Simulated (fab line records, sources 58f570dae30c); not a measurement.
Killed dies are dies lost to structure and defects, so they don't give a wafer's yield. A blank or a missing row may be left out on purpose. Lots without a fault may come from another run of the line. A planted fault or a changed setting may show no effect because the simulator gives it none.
Which tool did it? | flow berkeley_cmos170 | 7 lots, 21 wafers sampled, at 3 steps of a route of 331

WHAT THE GAUGES READ, wafer by wafer
UCB170_M1_CD_MEAS_90: target cd 700 nm.
lot  | measured     | on        | cd_nm (nm)
L697 | day 7 18:22  | cd_sem-01 | 696.6 697.4 699.3
L699 | day 8 03:01  | cd_sem-01 | 699.2 697.3 697.6
L701 | day 8 21:44  | cd_sem-02 | 700.7 701.6 700.8
L703 | day 9 04:23  | cd_sem-02 | 702.2 698.4 700.6
L705 | day 9 06:01  | cd_sem-01 | 702.0 701.7 700.3
L714 | day 11 03:13 | cd_sem-01 | 710.5 712.2 709.2
L718 | day 11 16:20 | cd_sem-02 | 699.5 692.8 696.6

WHICH TOOL RAN EACH LOT (tool, then ch and the chambers of the sampled wafers, then the start)
lot  | UCB170_SPACER_ETCHBACK_03          | UCB170_M1_METAL_ETCH_12
L697 | rie_diel-03 ch 0,1,3, day 7 01:29  | rie_metal-03 ch 0,1, day 7 18:08
L699 | rie_diel-01 ch 0,2,3, day 7 11:11  | rie_metal-04 ch 0,1, day 8 02:47
L701 | rie_diel-02 ch 2,3, day 8 08:38    | rie_metal-04 ch 0, day 8 21:22
L703 | rie_diel-03 ch 0,1,2, day 8 15:47  | rie_metal-03 ch 0,1, day 9 04:08
L705 | rie_diel-01 ch 0,3, day 8 15:47    | rie_metal-02 ch 0,1, day 9 05:46
L714 | rie_diel-01 ch 2,3, day 10 10:20   | rie_metal-04 ch 1, day 11 02:50
L718 | rie_diel-02 ch 0,1,3, day 11 00:11 | rie_metal-02 ch 0,1, day 11 16:06
- UCB170_SPACER_ETCHBACK_03: etches SiO2 in CHF3/CF4/Ar, stops on Si, target depth 376 nm, time 103.9 s.
- UCB170_M1_METAL_ETCH_12: etches Al in Cl2/BCl3, stops on PSG, target depth 780 nm, time 130 s.

THE ANSWER, worked out from the rows above alone
Rule: what is usual is taken from the lots themselves. Put in order of their means at a reading, lots are off if they are a third of the lots or fewer, leave a main group of 4 or more, and stand apart from it by a gap of 3 or more times the standard deviation of the main group's means; of several such gaps the widest counts. A main group whose means are all the same, to the digits that the tables above print for the reading, isn't used. A lot without any number at a reading at which 4 lots or more have one is off too. The other lots that the step has rows for count as sound.
Off: L714, at UCB170_M1_CD_MEAS_90 (cd_nm). The main group: mean 699.1 nm, standard deviation 1.9.
A tool fits if, at a process step before that reading, it ran every lot that is off, and no sound lot after the first of them. The gauges at UCB170_M1_CD_MEAS_90 are tried like those tools. Can't be told from this: 3 tools fit, rie_diel-01 at UCB170_SPACER_ETCHBACK_03, rie_metal-04 at UCB170_M1_METAL_ETCH_12, cd_sem-01 at UCB170_M1_CD_MEAS_90.

WHAT THE SIMULATOR HAD PUT IN
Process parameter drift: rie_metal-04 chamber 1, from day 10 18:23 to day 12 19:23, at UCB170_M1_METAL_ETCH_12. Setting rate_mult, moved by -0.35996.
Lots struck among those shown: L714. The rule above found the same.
